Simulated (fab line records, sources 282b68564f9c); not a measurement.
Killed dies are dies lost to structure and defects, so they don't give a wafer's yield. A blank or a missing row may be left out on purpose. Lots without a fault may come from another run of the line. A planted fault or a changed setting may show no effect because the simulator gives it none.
fab line records | flow rit_cmos
record lots=13 wafers=39 last_day=7
route steps=202 shown ACTIVE@15 NWELL@51 PRETRO@74 M1@192
lots that met no fault: from a run of the same line without faults
start_h: hours from the record's first day to the start of the lot's first wafer shown | wait_h: hours since the lot's step before | " the same as in the row above | L1.1+2: a row that stands for several wafers | - no value, or no start given | * or withheld: withheld | < > ~ a bound
route shown NAME@n: a module of which the file shows steps, and the number in the route of the first | usual: mean/standard deviation of fault-free wafers | same: alike in all rows | chamber/n: place in a boat | sites: the reading at each site | _std_site: their standard deviation | _edge_site: outer sites' mean less inner sites' | radius_mm: how far each site lies from the wafer's centre | mask NAME#n: copy n | behind: the tool/chamber that last shaped the wafer | hold: why the lot was held/for how many hours/how that ended | device: the transistor (n, p or np) that didn't switch | end of line: the same wafers' tests at the end of the route | a step without rows: its recipe alone | killed: dies lost to structure and defects at the first sort, not the wafer's yield | map: a wafer's dies, x killed, . not, _ none there
set.NAME: the setting as run; set.NAME@STEP: as run at that earlier step | model.NAME: the simulator's own value behind a step, which no gauge read
steps of the route over a sample of lots; a table a step, a row a wafer
services: from which hour (start_h, from the record's first day; less than 0 if before it) a tool's chamber was out of use, for how many hours, and why
## steps
# step RIT_ACTIVE_STRIP_14
# recipe chemistry=O2 time_s=180 resist=NOVOLAK platen_temp_c=withheld power_w=500 pressure_mtorr=4000 o2_flow_sccm=4000
# usual drypump_motor_current_A=5.6/0.37
# columns lot.wafer tool chamber start_h wait_h drypump_motor_current_A rf_hours_counter_h
L158.2 plasma_asher-02 1 15.06 0.1 5.7 24
L158.4 " 0 " " 6.0 -
L158.6 " 1 " " 5.7 -
L160.1 plasma_asher-03 1 25.75 0.1 5.5 37
L160.3 " 1 " " 5.5 -
L160.4 " 0 " " 6.1 -
L161.1 plasma_asher-04 1 29.97 0.1 4.9 38
L161.3 " 0 " " 5.7 -
L161.5 " 0 " " 5.7 -
L164.1 plasma_asher-03 0 45.29 0.1 6.1 39
L164.4 " 0 " " 6.1 -
L164.6 " 1 " " 5.5 -
L166.2 plasma_asher-02 1 54.97 0.1 5.8 28
L166.3 " 0 " " 5.9 -
L166.5 " 0 " " 5.9 -
L167.3 plasma_asher-02 1 60.03 0.1 5.8 -
L167.4 " 0 " " 6.0 -
L167.6 " 0 " " 5.9 -
L168.1 plasma_asher-03 1 64.84 0.1 5.5 41
L168.2 " 0 " " 6.1 41
L168.3 " 0 " " 6.0 -
L170.3 plasma_asher-02 1 74.90 0.1 5.8 -
L170.5 " 0 " " 5.9 -
L170.6 " 1 " " 5.8 -
L172.1 plasma_asher-04 1 86.25 0.1 4.9 44
L172.2 " 0 " " 5.7 44
L172.5 " 0 " " 5.7 -
L176.2 plasma_asher-02 1 104.98 0.1 5.8 33
L176.3 " 1 " " 5.8 -
L176.4 " 0 " " 6.0 -
L177.1 plasma_asher-04 1 109.85 0.1 4.9 47
L177.2 " 0 " " 5.7 47
L177.3 " 0 " " 5.7 -
L179.1 plasma_asher-03 0 120.68 0.1 6.1 0
L179.3 " 0 " " 6.0 -
L179.5 " 1 " " 5.5 -
L180.2 plasma_asher-02 1 125.68 0.1 5.8 36
L180.3 " 0 " " 6.0 -
L180.5 " 1 " " 5.8 -
# step RIT_WELLDRIVE_RS_MEAS_01
# recipe thk_meas_gauge=four-point-probe
# usual NWELL_RS=275.4/0.81
# columns lot.wafer tool chamber start_h wait_h NWELL_RS[ohm/sq]
L158.2 film_metro-01 - 28.09 0.0 274.6
L158.4 " - " " 274.5
L158.6 " - " " 274.4
L160.1 film_metro-01 - 38.64 0.0 274.3
L160.3 " - " " 274.7
L160.4 " - " " 274.0
L161.1 film_metro-03 - 42.99 0.0 276.5
L161.3 " - " " 276.0
L161.5 " - " " 275.6
L164.1 film_metro-01 - 59.33 0.0 275.1
L164.4 " - " " 274.5
L164.6 " - " " 275.1
L166.2 film_metro-02 - 67.88 0.0 275.8
L166.3 " - " " 275.7
L166.5 " - " " 274.8
L167.3 film_metro-01 - 72.86 0.0 275.9
L167.4 " - " " 275.6
L167.6 " - " " 276.7
L168.1 film_metro-02 - 77.91 0.0 275.3
L168.2 " - " " 274.5
L168.3 " - " " 275.5
L170.3 film_metro-03 - 88.72 0.0 276.1
L170.5 " - " " 276.4
L170.6 " - " " 276.2
L172.1 film_metro-01 - 99.50 0.0 275.1
L172.2 " - " " 275.1
L172.5 " - " " 275.5
L176.2 film_metro-01 - 118.78 0.0 275.0
L176.3 " - " " 275.2
L176.4 " - " " 276.1
L177.1 film_metro-01 - 123.80 0.0 274.5
L177.2 " - " " 274.1
L177.3 " - " " 273.5
L179.1 film_metro-01 - 133.50 0.0 275.8
L179.3 " - " " 275.9
L179.5 " - " " 275.4
L180.2 film_metro-01 - 138.74 0.0 275.5
L180.3 " - " " 276.0
L180.5 " - " " 275.7
# step RIT_PRETRO_TW_MEAS_10
# usual PRETRO_TW=472/3.6
# columns lot.wafer tool chamber start_h wait_h PRETRO_TW
L158.2 film_metro-04 - 31.68 0.1 471
L158.4 " - " " 469
L158.6 " - " " 471
L160.1 film_metro-04 - 42.04 0.1 469
L160.3 " - " " 469
L160.4 " - " " 468
L161.1 film_metro-04 - 46.41 0.1 471
L161.3 " - " " 470
L161.5 " - " " 471
L164.1 film_metro-02 - 62.86 0.1 470
L164.4 " - " " 472
L164.6 " - " " 469
L166.2 film_metro-04 - 71.28 0.1 475
L166.3 " - " " 471
L166.5 " - " " 469
L167.3 film_metro-04 - 76.13 0.1 477
L167.4 " - " " 475
L167.6 " - " " 477
L168.1 film_metro-01 - 81.42 0.1 475
L168.2 " - " " 478
L168.3 " - " " 479
L170.3 film_metro-01 - 92.10 0.1 478
L170.5 " - " " 476
L170.6 " - " " 477
L172.1 film_metro-01 - 103.03 0.1 477
L172.2 " - " " 479
L172.5 " - " " 476
L176.2 film_metro-01 - 122.18 0.1 467
L176.3 " - " " 471
L176.4 " - " " 469
L177.1 film_metro-01 - 127.09 0.1 473
L177.2 " - " " 473
L177.3 " - " " 470
L179.1 film_metro-02 - 136.93 0.1 467
L179.3 " - " " 463
L179.5 " - " " 469
L180.2 film_metro-01 - 142.14 0.1 470
L180.3 " - " " 469
L180.5 " - " " 471
# step RIT_M1_DEVELOP_08
# recipe resist=NOVOLAK develop_time_s=68 dev_temp_c=23
# usual developer_temp_C=23.05/0.11 exhaust_pa=44.9/0.89
# columns lot.wafer tool chamber start_h wait_h developer_temp_C exhaust_pa
L158.2 litho_track-02 0 54 - 23.11 44.3
L158.4 " 0 " " 23.08 44.6
L158.6 " 0 " " 23.08 44.8
L160.1 litho_track-04 0 64 - 22.86 44.3
L160.3 " 0 " " 22.96 46.3
L160.4 " 0 " " 23.12 44.9
L161.1 litho_track-03 0 69 - 23.03 45.8
L161.3 " 0 " " 22.99 45.0
L161.5 " 0 " " 23.14 45.5
L164.1 litho_track-02 0 85 - 23.09 45.3
L164.4 " 0 " " 23.15 44.6
L164.6 " 0 " " 23.14 45.1
L166.2 litho_track-03 0 93 - 23.11 46.6
L166.3 " 0 " " 23.26 45.6
L166.5 " 0 " " 23.23 45.0
L167.3 litho_track-02 0 99 - 23.11 46.2
L167.4 " 0 " " 23.14 46.3
L167.6 " 0 " " 23.21 45.5
L168.1 litho_track-04 0 104 - 22.97 44.9
L168.2 " 0 " " 22.88 43.0
L168.3 " 0 " " 22.93 43.8
L170.3 litho_track-04 0 115 - 23.07 46.1
L170.5 " 0 " " 23.13 45.7
L170.6 " 0 " " 23.20 45.9
L172.1 litho_track-04 0 127 - 25.28 42.8
L172.2 " 0 " " 25.31 44.9
L172.5 " 0 128 - 25.22 43.4
L176.2 litho_track-03 0 145 - 23.05 43.8
L176.3 " 0 " " 22.95 46.9
L176.4 " 0 " " 23.13 44.6
L177.1 litho_track-02 0 149 - 23.06 45.2
L177.2 " 0 " " 23.09 45.0
L177.3 " 0 " " 23.29 45.7
L179.1 litho_track-02 0 158 - 22.89 45.4
L179.3 " 0 " " 23.07 45.4
L179.5 " 0 " " 23.01 45.5
L180.2 litho_track-02 0 164 - 23.03 46.3
L180.3 " 0 " " 23.23 44.4
L180.5 " 0 " " 23.01 44.8
# step RIT_M1_CD_MEAS_09
# recipe target_cd_nm=2600
# usual cd_nm=2600.6/2.5
# columns lot.wafer tool chamber start_h wait_h cd_nm
L158.2 cd_sem-01 - 54.56 - 2602.0
L158.4 " - " " 2602.3
L158.6 " - " " 2601.7
L160.1 cd_sem-02 - 64.68 - 2598.1
L160.3 " - " " 2598.5
L160.4 " - " " 2596.9
L161.1 cd_sem-01 - 69.35 - 2598.8
L161.3 " - " " 2596.0
L161.5 " - " " 2598.9
L164.1 cd_sem-01 - 85.96 - 2596.2
L164.4 " - " " 2595.7
L164.6 " - " " 2595.7
L166.2 cd_sem-02 - 93.78 - 2599.5
L166.3 " - " " 2601.0
L166.5 " - " " 2601.0
L167.3 cd_sem-01 - 99.92 - 2601.0
L167.4 " - " " 2601.7
L167.6 " - " " 2601.1
L168.1 cd_sem-02 - 104.39 - 2599.9
L168.2 " - " " 2602.7
L168.3 " - " " 2602.7
L170.3 cd_sem-02 - 115.48 - 2602.6
L170.5 " - " " 2599.4
L170.6 " - " " 2598.8
L172.1 cd_sem-01 - 128.13 - 2607.3
L172.2 " - " " 2606.6
L172.5 " - " " 2607.9
L176.2 cd_sem-02 - 145.44 - 2603.7
L176.3 " - " " 2602.8
L176.4 " - " " 2603.2
L177.1 cd_sem-02 - 149.68 - 2597.6
L177.2 " - " " 2599.4
L177.3 " - " " 2598.9
L179.1 cd_sem-02 - 159.02 - 2602.4
L179.3 " - " " 2601.3
L179.5 " - " " 2601.4
L180.2 cd_sem-02 - 164.40 - 2600.6
L180.3 " - " " 2599.3
L180.5 " - " " 2600.4
# step RIT_M1_PROBE_99
# usual defect_limited_yield=97.4/1.1 killed_at_contacts=0.1/0.27 killed_at_front_end=6.6/3 killed_dies=7/3 killed_open=3.3/2 killed_short=3.4/2 sort_bin_3_pad_short=0.1/0.25 sort_bin_5_function=1.5/0.86 sort_bin_6_memory=0.9/0.63 sort_n_pass=257/3 sort_yield_pct=97.4/1.1
# same gross_dies=264 killed_at_M0_to_M3=0 killed_at_M4_up=0 killed_at_back_side=0 killed_at_other=0
# columns lot.wafer tool chamber start_h wait_h defect_limited_yield[%] killed_at_contacts killed_at_front_end killed_dies killed_open killed_short sort_bin_3_pad_short[%] sort_bin_5_function[%] sort_bin_6_memory[%] sort_n_pass sort_yield_pct[%]
L158.2 prober-01 - 57.39 0.1 97.3 1 6 7 4 3 0 2.3 0.4 257 97.3
L158.4 prober-01 - 57.49 0.2 98.5 0 4 4 3 1 0 1.1 0.4 260 98.5
L158.6 prober-01 - 57.59 0.2 96.2 0 10 10 3 7 1.1 1.5 1.1 254 96.2
L160.1 prober-01 - 67.62 0.1 96.6 0 9 9 1 8 0 2.7 0.8 255 96.6
L160.3 prober-01 - 67.72 0.2 97.7 0 6 6 4 1 0 1.9 0.4 258 97.7
L160.4 prober-01 - 67.77 0.2 95.1 0 13 13 3 7 0.4 2.3 2.3 251 95.1
L161.1 prober-01 - 72.61 0.1 98.9 1 2 3 1 2 0 0.4 0.8 261 98.9
L161.3 prober-01 - 72.71 0.2 94.3 0 15 15 4 11 0 4.5 1.1 249 94.3
L161.5 prober-01 - 72.81 0.2 99.6 0 1 1 1 0 0 0 0.4 263 99.6
L164.1 prober-01 - 88.78 0.1 98.9 0 3 3 1 2 0.4 0.4 0.4 261 98.9
L164.4 prober-01 - 88.93 0.2 98.1 0 5 5 2 3 0 0 1.9 259 98.1
L164.6 prober-01 - 89.03 0.2 99.6 0 1 1 0 1 0 0.4 0 263 99.6
L166.2 prober-01 - 96.65 0.1 97.3 0 7 7 2 5 1.1 0.8 0.8 257 97.3
L166.3 prober-01 - 96.70 0.2 97.3 1 6 7 4 3 0.4 1.1 1.1 257 97.3
L166.5 prober-01 - 96.80 0.2 98.9 0 3 3 2 1 0 0.4 0.8 261 98.9
L167.3 prober-02 - 103.25 0.2 96.6 0 9 9 2 7 0 1.9 1.5 255 96.6
L167.4 prober-02 - 103.30 0.2 97.0 0 8 8 5 3 0 1.9 1.1 256 97.0
L167.6 prober-02 - 103.40 0.2 98.5 0 4 4 2 2 0 1.5 0 260 98.5
L168.1 prober-01 - 107.06 0.1 97.0 0 8 8 2 6 0 2.3 0.8 256 97.0
L168.2 prober-01 - 107.11 0.1 97.7 0 6 6 3 3 0 2.3 0 258 97.7
L168.3 prober-01 - 107.16 0.2 98.5 0 4 4 1 3 0.8 0.8 0 260 98.5
L170.3 prober-02 - 118.94 0.2 98.1 0 5 5 1 4 0 1.1 0.8 259 98.1
L170.5 prober-02 - 119.04 0.2 98.1 0 5 5 3 2 0.4 0 1.5 259 98.1
L170.6 prober-02 - 119.09 0.2 96.2 0 10 10 5 5 0.4 1.9 1.5 254 96.2
L172.1 prober-02 - 130.82 0.1 98.9 0 3 3 1 2 0 0.4 0.8 261 98.9
L172.2 prober-02 - 130.87 0.1 97.0 0 8 8 6 2 0 1.9 1.1 256 97.0
L172.5 prober-02 - 131.02 0.2 100.0 0 0 0 0 0 0 0 0 264 100.0
L176.2 prober-02 - 148.13 0.1 96.2 0 10 10 2 8 0.4 1.9 1.5 254 96.2
L176.3 prober-02 - 148.18 0.2 97.0 0 8 8 5 3 0.4 2.7 0 256 97.0
L176.4 prober-02 - 148.23 0.2 96.2 0 10 10 2 8 0.4 2.7 0.8 254 96.2
L177.1 prober-01 - 153.56 0.1 98.9 0 3 3 0 3 0 1.1 0 261 98.9
L177.2 prober-01 - 153.61 0.1 97.3 0 7 7 3 4 0 1.9 0.8 257 97.3
L177.3 prober-01 - 153.66 0.2 97.0 0 8 8 4 4 0 1.9 1.1 256 97.0
L179.1 prober-02 - 161.71 0.1 98.1 0 5 5 3 2 0 0.4 1.5 259 98.1
L179.3 prober-02 - 161.81 0.2 97.0 0 8 8 6 2 0 1.1 1.9 256 97.0
L179.5 prober-02 - 161.91 0.2 97.0 0 8 8 5 3 0 1.9 1.1 256 97.0
L180.2 prober-01 - 167.08 0.1 98.5 0 4 4 0 4 0.4 0.8 0.4 260 98.5
L180.3 prober-01 - 167.13 0.2 98.1 0 5 5 2 3 0 0 1.9 259 98.1
L180.5 prober-01 - 167.23 0.2 97.7 0 6 6 5 1 0.4 1.1 0.8 258 97.7
# killed by level:class
L158.2 GATE:geometric_particle:open=2 SPACER:geometric_particle:short=2 REOX:geometric_particle:open=1 REOX:geometric_particle:short=1 CONTACT:geometric_particle:open=1
L158.4 SPACER:geometric_particle:open=2 GATE:geometric_particle:open=1 GATE:geometric_particle:short=1
L158.6 GATE:geometric_particle:short=6 FOX1:geometric_particle:open=1 REOX:geometric_particle:open=1 SPACER:geometric_particle:short=1 SPACER:geometric_particle:open=1
L160.1 FOX1:geometric_particle:short=3 GATE:geometric_particle:short=2 FOX2:geometric_particle:short=1 FOX2:geometric_particle:open=1 SPACER:geometric_particle:short=1 SILICIDE:geometric_particle:short=1
L160.3 FOX1:geometric_particle:open=1 GATE:geometric_particle:open=1 FOX2:geometric_particle:short=1 SPACER:geometric_particle:open=1 SILICIDE:geometric_particle:open=1 NSD:coat_microbubble_printed=1
L160.4 NSD:coat_microbubble_printed=3 FOX1:geometric_particle:short=2 REOX:geometric_particle:short=2 SPACER:geometric_particle:short=2 FOX1:geometric_particle:open=1 GATE:geometric_particle:short=1 REOX:geometric_particle:open=1 SPACER:geometric_particle:open=1
L161.1 GATE:geometric_particle:open=1 GATE:geometric_particle:short=1 CONTACT:geometric_particle:short=1
L161.3 SILICIDE:geometric_particle:short=4 SPACER:geometric_particle:short=3 FOX1:geometric_particle:short=2 GATE:geometric_particle:short=2 SILICIDE:geometric_particle:open=2 GATE:geometric_particle:open=1 SPACER:geometric_particle:open=1
L161.5 SPACER:geometric_particle:open=1
L164.1 GATE:geometric_particle:open=1 REOX:geometric_particle:short=1 SILICIDE:geometric_particle:short=1
L164.4 GATE:geometric_particle:short=3 GATE:geometric_particle:open=1 REOX:geometric_particle:open=1
L164.6 GATE:geometric_particle:short=1
L166.2 GATE:geometric_particle:short=3 GATE:geometric_particle:open=1 SPACER:geometric_particle:short=1 SPACER:geometric_particle:open=1 SILICIDE:geometric_particle:short=1
L166.3 SPACER:geometric_particle:open=2 FOX1:geometric_particle:short=1 CONTACT:geometric_particle:open=1 REOX:geometric_particle:short=1 SILICIDE:geometric_particle:short=1 SILICIDE:geometric_particle:open=1
L166.5 FOX2:geometric_particle:open=1 GATE:geometric_particle:open=1 SILICIDE:geometric_particle:short=1
L167.3 GATE:geometric_particle:short=4 FOX2:geometric_particle:short=1 GATE:geometric_particle:open=1 REOX:geometric_particle:short=1 REOX:geometric_particle:open=1 SPACER:geometric_particle:short=1
L167.4 FOX1:geometric_particle:open=2 GATE:geometric_particle:short=2 GATE:geometric_particle:open=2 SPACER:geometric_particle:open=1 SILICIDE:geometric_particle:short=1
L167.6 SILICIDE:geometric_particle:open=2 REOX:geometric_particle:short=1 SILICIDE:geometric_particle:short=1
L168.1 SPACER:geometric_particle:short=3 SILICIDE:geometric_particle:short=2 FOX1:geometric_particle:open=1 GATE:geometric_particle:open=1 GATE:geometric_particle:short=1
L168.2 REOX:geometric_particle:open=2 REOX:geometric_particle:short=1 SPACER:geometric_particle:open=1 SPACER:geometric_particle:short=1 SILICIDE:geometric_particle:short=1
L168.3 FOX1:geometric_particle:short=1 FOX1:geometric_particle:open=1 GATE:geometric_particle:short=1 SILICIDE:geometric_particle:short=1
L170.3 ACTIVE:geometric_particle:short=1 FOX1:geometric_particle:short=1 GATE:geometric_particle:short=1 SILICIDE:geometric_particle:open=1 SILICIDE:geometric_particle:short=1
L170.5 FOX1:geometric_particle:short=1 FOX2:geometric_particle:open=1 GATE:geometric_particle:open=1 SPACER:geometric_particle:open=1 SILICIDE:geometric_particle:short=1
L170.6 FOX1:geometric_particle:open=2 GATE:geometric_particle:short=2 FOX1:geometric_particle:short=1 FOX2:geometric_particle:open=1 GATE:geometric_particle:open=1 SPACER:geometric_particle:open=1 SPACER:geometric_particle:short=1 SILICIDE:geometric_particle:short=1
L172.1 SPACER:geometric_particle:short=2 GATE:geometric_particle:open=1
L172.2 GATE:geometric_particle:open=3 SPACER:geometric_particle:open=2 GATE:geometric_particle:short=1 REOX:geometric_particle:open=1 SPACER:geometric_particle:short=1
L172.5
L176.2 SILICIDE:geometric_particle:short=3 SPACER:geometric_particle:short=2 FOX1:geometric_particle:short=1 FOX2:geometric_particle:short=1 FOX2:geometric_particle:open=1 GATE:geometric_particle:open=1 GATE:geometric_particle:short=1
L176.3 FOX2:geometric_particle:open=2 GATE:geometric_particle:short=2 FOX2:geometric_particle:short=1 GATE:geometric_particle:open=1 REOX:geometric_particle:open=1 SILICIDE:geometric_particle:open=1
L176.4 FOX1:geometric_particle:open=2 FOX2:geometric_particle:short=2 GATE:geometric_particle:short=2 SILICIDE:geometric_particle:short=2 SPACER:geometric_particle:short=1 REOX:geometric_particle:short=1
L177.1 FOX1:geometric_particle:short=1 GATE:geometric_particle:short=1 REOX:geometric_particle:short=1
L177.2 SPACER:geometric_particle:short=2 FOX1:geometric_particle:open=1 GATE:geometric_particle:open=1 GATE:geometric_particle:short=1 REOX:geometric_particle:open=1 REOX:geometric_particle:short=1
L177.3 GATE:geometric_particle:short=2 SPACER:geometric_particle:open=2 FOX1:geometric_particle:open=1 REOX:geometric_particle:open=1 REOX:geometric_particle:short=1 SPACER:geometric_particle:short=1
L179.1 FOX1:geometric_particle:short=1 GATE:geometric_particle:open=1 GATE:geometric_particle:short=1 REOX:geometric_particle:open=1 SILICIDE:geometric_particle:open=1
L179.3 SPACER:geometric_particle:open=3 GATE:geometric_particle:open=2 GATE:geometric_particle:short=1 REOX:geometric_particle:open=1 REOX:geometric_particle:short=1
L179.5 FOX1:geometric_particle:open=1 FOX1:geometric_particle:short=1 FOX2:geometric_particle:open=1 GATE:geometric_particle:open=1 REOX:geometric_particle:open=1 REOX:geometric_particle:short=1 SPACER:geometric_particle:open=1 SILICIDE:geometric_particle:short=1
L180.2 SPACER:geometric_particle:short=2 GATE:geometric_particle:short=1 SILICIDE:geometric_particle:short=1
L180.3 GATE:geometric_particle:short=2 GATE:geometric_particle:open=1 REOX:geometric_particle:open=1 SPACER:geometric_particle:short=1
L180.5 SPACER:geometric_particle:open=2 FOX1:geometric_particle:open=1 FOX2:geometric_particle:open=1 GATE:geometric_particle:open=1 GATE:geometric_particle:short=1
## services
# columns tool chamber start_h hours kind
plasma_asher-03 - 108.75 9.0 pm
plasma_asher-03 0 108.75 9.0 vent_cycle
plasma_asher-03 1 108.75 9.0 vent_cycle
plasma_asher-03 0 117.75 - clean
plasma_asher-03 1 117.75 - clean
plasma_asher-03 - 153.41 2.8 pm
## key
first_sign step=RIT_M1_DEVELOP_08 reading=developer_temp_C direction=up sigmas=19 usual=* struck=*
effect step=RIT_M1_CD_MEAS_09 reading=cd_nm direction=up sigmas=2.7 usual=2600.6 struck=2607.2
met_at RIT_M1_DEVELOP_08
struck_lots L172
not_acting_at RIT_ACTIVE_STRIP_14,RIT_WELLDRIVE_RS_MEAS_01,RIT_PRETRO_TW_MEAS_10
onset_between 115 127
fault kind=process_parameter_drift tool=litho_track-04 chamber=- onset_h=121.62 steps=RIT_M1_DEVELOP_08 channel=dev_temp_c offset=* shape=step acts_in=* stated=*
